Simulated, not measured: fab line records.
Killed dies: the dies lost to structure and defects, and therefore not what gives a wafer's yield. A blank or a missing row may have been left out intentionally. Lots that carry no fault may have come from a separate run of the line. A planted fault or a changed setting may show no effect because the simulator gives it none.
Which tool did it?    flow rit_cmos    Sampling: 11 lots, 33 wafers, 2 of 202 route steps

WHAT THE GAUGES SHOWED, per wafer
RIT_CONTACT_CD_MEAS_08: the cd target is 1000 nm.
lot   measured     on         cd_nm (nm)
L705  day 3 04:31  cd_sem-02  1000.6 1000.3 1000.6
L706  day 3 11:06  cd_sem-01  1002.4 1000.0 1002.8
L707  day 3 15:56  cd_sem-02  995.8 994.5 997.0
L708  day 3 20:46  cd_sem-02  1000.2 1001.5 1000.1
L709  day 4 00:49  cd_sem-02  994.9 994.0 993.7
L710  day 4 05:55  cd_sem-02  1003.0 1002.5 1002.2
L711  day 4 09:25  cd_sem-01  998.0 997.3 999.8
L719  day 6 04:17  cd_sem-02  1011.8 1020.4 1027.7
L722  day 6 17:42  cd_sem-02  996.6 998.0 998.9
L724  day 7 07:25  cd_sem-01  1001.8 1002.3 1000.9
L726  day 7 15:40  cd_sem-02  998.3 996.1 1000.2

WHICH TOOL RAN EACH LOT (tool, then ch and the chambers of the sampled wafers, then the start)
lot   RIT_CONTACT_EXPOSE_05
L705  iline_stepper-01 ch 0, day 3 03:56
L706  iline_stepper-02 ch 0, day 3 10:35
L707  iline_stepper-01 ch 0, day 3 15:26
L708  iline_stepper-02 ch 0, day 3 20:15
L709  iline_stepper-02 ch 0, day 4 00:18
L710  iline_stepper-01 ch 0, day 4 05:24
L711  iline_stepper-02 ch 0, day 4 08:55
L719  iline_stepper-01 ch 0, day 6 03:47
L722  iline_stepper-02 ch 0, day 6 17:11
L724  iline_stepper-02 ch 0, day 7 06:53
L726  iline_stepper-02 ch 0, day 7 15:08
- RIT_CONTACT_EXPOSE_05: exposes mask M11, target cd 1000 nm.

WHAT THE TOOLS THEMSELVES READ (means of the sampled wafers that have a number; where no wafer has one, the mark that the record gives instead)
RIT_CONTACT_EXPOSE_05.
lot   tool              exposure_dose_mJ_cm2  stage_vel_mm_s (mm/s)
L705  iline_stepper-01  250.04                500.09
L706  iline_stepper-02  249.87                500.09
L707  iline_stepper-01  249.88                500.20
L708  iline_stepper-02  249.84                499.55
L709  iline_stepper-02  249.91                499.96
L710  iline_stepper-01  249.97                500.18
L711  iline_stepper-02  249.84                499.98
L719  iline_stepper-01  247.41                500.24
L722  iline_stepper-02  249.72                500.04
L724  iline_stepper-02  249.97                499.65
L726  iline_stepper-02  250.04                500.11

THE ANSWER, worked out from the rows above alone
Rule: the lots themselves supply what counts as usual. The widest of any qualifying gaps counts: lots, ordered by their means at a reading, are off when they make up no more than a third of the lots, leave a main group of 4 or more, and stand apart from it by 3 or more times the standard deviation of that group's means. Not used: any main group whose means are identical at the precision the tables above print for the reading. A lot without any number at a reading at which 4 lots or more have one is off too. All remaining lots with rows at the step are treated as sound. After the gauges, taken in route order, come the tools' own readings; for these a lot's mean is taken, as printed above. The first step at which some lot is off is used, and at that step the reading that is off furthest; a lot without a number counts as furthest.
Off, at RIT_CONTACT_CD_MEAS_08 on cd_nm: L719. Main group: mean 999.1 nm, sd 2.6.
A tool fits if, at a process step before that reading, it ran every lot that is off, and no sound lot after the first of them. Not tried: the gauges at RIT_CONTACT_CD_MEAS_08; whatever is off there is also off at RIT_CONTACT_EXPOSE_05, on other tools, and gauge error can't account for it. One fits: RIT_CONTACT_EXPOSE_05 on iline_stepper-01. Its last sound lot is L710 (day 4 05:24), its first lot that is off L719 (day 6 03:47): a fault that began between those two fits.
The tool's own readings at RIT_CONTACT_EXPOSE_05 bear it out: on the lots that are off they differ by more than 5 times the standard deviation of the sound lots' means. exposure_dose_mJ_cm2 reads 247.41 there against 249.91 on the sound lots.

WHAT THE SIMULATOR PUT IN
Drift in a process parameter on iline_stepper-01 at RIT_CONTACT_EXPOSE_05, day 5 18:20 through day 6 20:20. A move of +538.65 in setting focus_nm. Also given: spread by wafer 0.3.
Struck lots among those shown: L719. The rule above reached the same finding.
